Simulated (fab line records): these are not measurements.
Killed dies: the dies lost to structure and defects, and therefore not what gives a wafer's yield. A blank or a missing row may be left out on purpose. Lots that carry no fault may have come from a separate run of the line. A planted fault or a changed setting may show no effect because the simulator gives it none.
Split-lot trial / flow berkeleyCmos170 / 23 wafers read across 5 lots, on a route 331 steps long

## THE SPLIT
At UCB170_ACTIVE_OXIDATION_02 (target thk 26.4 nm, ox time 1260 s), the setting tempC was moved away from the recipe's 1000 C on 20 of the 23 wafers read, by +1.9% to +3.0%. For the rest of the wafers, this setting stayed at what the recipe calls for.

No step appears in the file between the split and the reading.

## THE READING
At UCB170_ACTIVE_THK_MEAS_03: ACTIVE_OXIDE_THK, given in nm. Fault-free wafers of this fab line usually give 26.4 nm, standard deviation 0.56 nm.

wafer=L074.1; tool, chamber at the split=-, -; tempC as run, C=1030; against the recipe=+3.0%; ACTIVE_OXIDE_THK, nm=34.6; against lot-mates on the recipe=no lot-mate on the recipe
wafer=L074.2; tool, chamber at the split=-, -; tempC as run, C=1030; against the recipe=+3.0%; ACTIVE_OXIDE_THK, nm=34.9; against lot-mates on the recipe=no lot-mate on the recipe
wafer=L074.4; tool, chamber at the split=-, -; tempC as run, C=1030; against the recipe=+3.0%; ACTIVE_OXIDE_THK, nm=34.2; against lot-mates on the recipe=no lot-mate on the recipe
wafer=L074.5; tool, chamber at the split=-, -; tempC as run, C=1030; against the recipe=+3.0%; ACTIVE_OXIDE_THK, nm=34.4; against lot-mates on the recipe=no lot-mate on the recipe
wafer=L074.6; tool, chamber at the split=-, -; tempC as run, C=1030; against the recipe=+3.0%; ACTIVE_OXIDE_THK, nm=34.5; against lot-mates on the recipe=no lot-mate on the recipe
wafer=L075.1; tool, chamber at the split=-, -; tempC as run, C=1019; against the recipe=+1.9%; ACTIVE_OXIDE_THK, nm=30.3; against lot-mates on the recipe=no lot-mate on the recipe
wafer=L075.2; tool, chamber at the split=-, -; tempC as run, C=1019; against the recipe=+1.9%; ACTIVE_OXIDE_THK, nm=30.6; against lot-mates on the recipe=no lot-mate on the recipe
wafer=L075.3; tool, chamber at the split=-, -; tempC as run, C=1019; against the recipe=+1.9%; ACTIVE_OXIDE_THK, nm=30.9; against lot-mates on the recipe=no lot-mate on the recipe
wafer=L075.5; tool, chamber at the split=-, -; tempC as run, C=1019; against the recipe=+1.9%; ACTIVE_OXIDE_THK, nm=30.4; against lot-mates on the recipe=no lot-mate on the recipe
wafer=L075.6; tool, chamber at the split=-, -; tempC as run, C=1019; against the recipe=+1.9%; ACTIVE_OXIDE_THK, nm=30.4; against lot-mates on the recipe=no lot-mate on the recipe
wafer=L076.1; tool, chamber at the split=-, -; tempC as run, C=1022; against the recipe=+2.2%; ACTIVE_OXIDE_THK, nm=31.6; against lot-mates on the recipe=no lot-mate on the recipe
wafer=L076.2; tool, chamber at the split=-, -; tempC as run, C=1022; against the recipe=+2.2%; ACTIVE_OXIDE_THK, nm=31.5; against lot-mates on the recipe=no lot-mate on the recipe
wafer=L076.3; tool, chamber at the split=-, -; tempC as run, C=1022; against the recipe=+2.2%; ACTIVE_OXIDE_THK, nm=31.6; against lot-mates on the recipe=no lot-mate on the recipe
wafer=L076.4; tool, chamber at the split=-, -; tempC as run, C=1022; against the recipe=+2.2%; ACTIVE_OXIDE_THK, nm=31.7; against lot-mates on the recipe=no lot-mate on the recipe
wafer=L076.5; tool, chamber at the split=-, -; tempC as run, C=1022; against the recipe=+2.2%; ACTIVE_OXIDE_THK, nm=31.6; against lot-mates on the recipe=no lot-mate on the recipe
wafer=L078.1; tool, chamber at the split=-, -; tempC as run, C=1021; against the recipe=+2.1%; ACTIVE_OXIDE_THK, nm=31.6; against lot-mates on the recipe=no lot-mate on the recipe
wafer=L078.2; tool, chamber at the split=-, -; tempC as run, C=1021; against the recipe=+2.1%; ACTIVE_OXIDE_THK, nm=31.2; against lot-mates on the recipe=no lot-mate on the recipe
wafer=L078.4; tool, chamber at the split=-, -; tempC as run, C=1021; against the recipe=+2.1%; ACTIVE_OXIDE_THK, nm=31.6; against lot-mates on the recipe=no lot-mate on the recipe
wafer=L078.5; tool, chamber at the split=-, -; tempC as run, C=1021; against the recipe=+2.1%; ACTIVE_OXIDE_THK, nm=31.7; against lot-mates on the recipe=no lot-mate on the recipe
wafer=L078.6; tool, chamber at the split=-, -; tempC as run, C=1021; against the recipe=+2.1%; ACTIVE_OXIDE_THK, nm=31.3; against lot-mates on the recipe=no lot-mate on the recipe
wafer=L080.4; tool, chamber at the split=furnace-04, 0; tempC as run, C=1000; against the recipe=recipe; ACTIVE_OXIDE_THK, nm=25.8; against lot-mates on the recipe=-
wafer=L080.5; tool, chamber at the split=furnace-04, 0; tempC as run, C=1000; against the recipe=recipe; ACTIVE_OXIDE_THK, nm=25.5; against lot-mates on the recipe=-
wafer=L080.6; tool, chamber at the split=furnace-04, 0; tempC as run, C=1000; against the recipe=recipe; ACTIVE_OXIDE_THK, nm=25.6; against lot-mates on the recipe=-

FIT RESULTS
A straight line over all 23 wafers: ACTIVE_OXIDE_THK changes by +2.94 nm for each +1% of tempC; r = +0.99; the points scatter about the line by 0.36 nm.
Too few moved wafers have a lot-mate on the recipe to fit a line with each lot's own level taken away.

## THE WHOLE CHAIN: every reading that the file lists as answering this split, in the file's order
step=UCB170_ACTIVE_OXIDATION_02; what it does=target thk 26.4 nm, ox time 1260 s; reading=SiO2_of_ACTIVE_OXIDATION_02.thkNm (the simulator's own value, which no gauge read); change (the file's fit)=+2.95 nm for each +1% of the setting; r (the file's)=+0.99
step=UCB170_ACTIVE_THK_MEAS_03; what it does=; reading=ACTIVE_OXIDE_THK; change (the file's fit)=+2.94 for each +1% of the setting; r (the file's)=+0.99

## FILE'S OWN FIT
ACTIVE_OXIDE_THK changes by +2.94 nm for each +1% of tempC, r = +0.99.
